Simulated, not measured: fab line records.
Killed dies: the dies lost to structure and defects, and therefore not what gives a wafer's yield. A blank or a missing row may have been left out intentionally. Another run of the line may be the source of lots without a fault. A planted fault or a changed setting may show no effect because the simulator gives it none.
A lot that was struck, set against a sound lot + flow rit cmos + 17 out of 202 route steps
Sound: these wafers, L800.1, L800.4, L800.5. Struck: wafer L813.5. (L813.3, L813.4 of the same lot were not struck and are left out.) The cause comes at the end.
Order at every step that has rows: each side's tool, ch and its chambers, its first start. Under that, the readings that differ: sound wafers + struck wafers + difference of the means + sigmas: that difference in standard deviations of wafers without a fault.
alike: a reading whose means differ by less than 2 such deviations, as well as words and numbers matching on both sides. not compared: withheld readings; readings where some wafer has no value; bounds like >300 that might hide an equal value; numbers whose values overlap and for which the record gives no deviation.
Wherever a step has rows on one side only, a row that says differs or no value, or a row with sigmas, the two part there. Numbers that have no deviation but don't overlap get no sigmas and don't part them. A reading that every wafer of one side lacks parts them only if that side has two wafers or more.

first, 1 step without rows for these wafers: RIT_PSD_IMPLANT_08.
RIT_PSD_STRIP_09: strips in O2, time 180 s.
  sound on plasma asher-01 ch 0,1, day 3 07:01; struck on plasma asher-02 ch 0, day 5 19:35
  alike: drypump motor current A
  not compared: rf hours counter h
RIT_PSD_TW_MEAS_10:
  sound: film metro-02 at day 3 07:11; struck: film metro-02 at day 5 19:43
  alike: PSD_TW
then, 3 steps without rows for these wafers: RIT_SDANNEAL_CLEAN_00 (cleans in SC1, time 600 s); RIT_SDANNEAL_CLEAN_01 (cleans in dHF, time 30 s); RIT_SDANNEAL_CLEAN_02 (cleans in SC2, time 600 s).
RIT_SDANNEAL_RTA_03: time 5 s.
  sound on rtp anneal-01 ch 0, day 3 07:40; struck on rtp anneal-01 ch 0, day 5 20:10
  alike: ramp down c per s, wafer_temp_C_max
RIT_SDANNEAL_RS_MEAS_04: the measuring method here is four-point-probe.
  sound: film metro-01 at day 3 07:43; struck: film metro-01 at day 5 20:14
  alike: PSD_RS
RIT_SDANNEAL_RS_MEAS_05: the measuring method here is four-point-probe.
  sound: film metro-01 at day 3 07:50; struck: film metro-01 at day 5 20:22
| reading         | sound             | struck | difference | sigmas |
|-----------------|-------------------|--------|------------|--------|
| NSD_RS (ohm/sq) | 83.97 84.30 84.11 | 84.86  | +0.73      | +3     |
RIT_SDANNEAL_RS_MEAS_06: the measuring method here is four-point-probe.
  sound: film metro-01 at day 3 07:58; struck: film metro-01 at day 5 20:29
  alike: PLDD_RS
RIT_SDANNEAL_RS_MEAS_07: the measuring method here is four-point-probe.
  sound: film metro-01 at day 3 08:05; struck: film metro-01 at day 5 20:36
| reading          | sound             | struck | difference | sigmas |
|------------------|-------------------|--------|------------|--------|
| NLDD_RS (ohm/sq) | 150.8 150.4 150.7 | 152.2  | +1.6       | +3     |
then, 1 step without rows for these wafers: RIT_SILICIDE_WET_ETCH_00 (etches SiO2 in BOE, target depth 14 nm, time 15 s).
RIT_SILICIDE_SPUTTER_01: material Ti, target thk 30 nm, time 240 s.
  sound: pvd sputter-02 at day 3 08:13; struck: pvd sputter-01 at day 5 20:41
| reading                                     | sound             | struck | difference | sigmas |
|---------------------------------------------|-------------------|--------|------------|--------|
| model.Ti_of_SILICIDE_SPUTTER_01.thk nm (nm) | 30.47 29.75 29.76 | 39.27  | +9.28      |        |
  alike: chamber pressure pa, throttle valve pct
RIT_SILICIDE_RS_MEAS_02: the measuring method here is four-point-probe.
  sound: film metro-02 at day 3 08:22; struck: film metro-04 at day 5 20:53
| reading                 | sound          | struck | difference | sigmas |
|-------------------------|----------------|--------|------------|--------|
| SILICIDE_TI_RS (ohm/sq) | 46.9 48.4 48.3 | 34.2   | -13.7      | -17    |
RIT_SILICIDE_THK_MEAS_03: measures by xrf.
  sound: film metro-02 at day 3 08:29; struck: film metro-04 at day 5 20:59
| reading              | sound          | struck | difference | sigmas |
|----------------------|----------------|--------|------------|--------|
| SILICIDE_TI_THK (nm) | 30.5 29.9 29.8 | 38.7   | +8.6       | +21    |
RIT_SILICIDE_RTA_04: time 10 s, ramp up 5 s, ramp down 5 s.
  sound on rtp anneal-01 ch 0, day 3 08:32; struck on rtp anneal-02 ch 0, day 5 21:03
  alike: wafer_temp_C_max
RIT_M1_PROBE_99:
  sound: prober-01 at day 3 16:27; struck: prober-02 at day 6 03:38
| reading                              | sound             | struck | difference | sigmas |
|--------------------------------------|-------------------|--------|------------|--------|
| model.etest.npoly line.line ohm um   | 163.7 167.8 168.1 | 153.6  | -12.9      |        |
| model.etest.ppoly line.line ohm um   | 158.5 161.3 161   | 152.2  | -8.1       |        |
| model.etest.contact pplus.end ohm um | 43.76 42.91 42.59 | 60.52  | +17.43     |        |
| model.etest.contact nplus.end ohm um | 39.66 39.92 41.39 | 57.41  | +17.09     |        |
| model.etest.ppoly line.width nm (nm) | 102.9 102 102.6   | 92.93  | -9.57      |        |
| model.etest.npoly line.width nm (nm) | 102.5 101.2 102   | 91.86  | -10.04     |        |
| model.etest.npoly line.rs ohm sq     | 16.74 17.06 17.08 | 14.46  | -2.50      |        |
| model.etest.ppoly line.rs ohm sq     | 16.23 16.41 16.55 | 14.14  | -2.26      |        |
  alike: killed at front end, killed dies, killed open, killed short

## WHERE THEY PART
Last at RIT_SILICIDE_THK_MEAS_03 as far as this record goes, first at RIT_SDANNEAL_RS_MEAS_05. Later steps at which nothing parts them and some readings are alike: RIT_SILICIDE_RTA_04, RIT_M1_PROBE_99.

WHY: what had been put in by the simulator
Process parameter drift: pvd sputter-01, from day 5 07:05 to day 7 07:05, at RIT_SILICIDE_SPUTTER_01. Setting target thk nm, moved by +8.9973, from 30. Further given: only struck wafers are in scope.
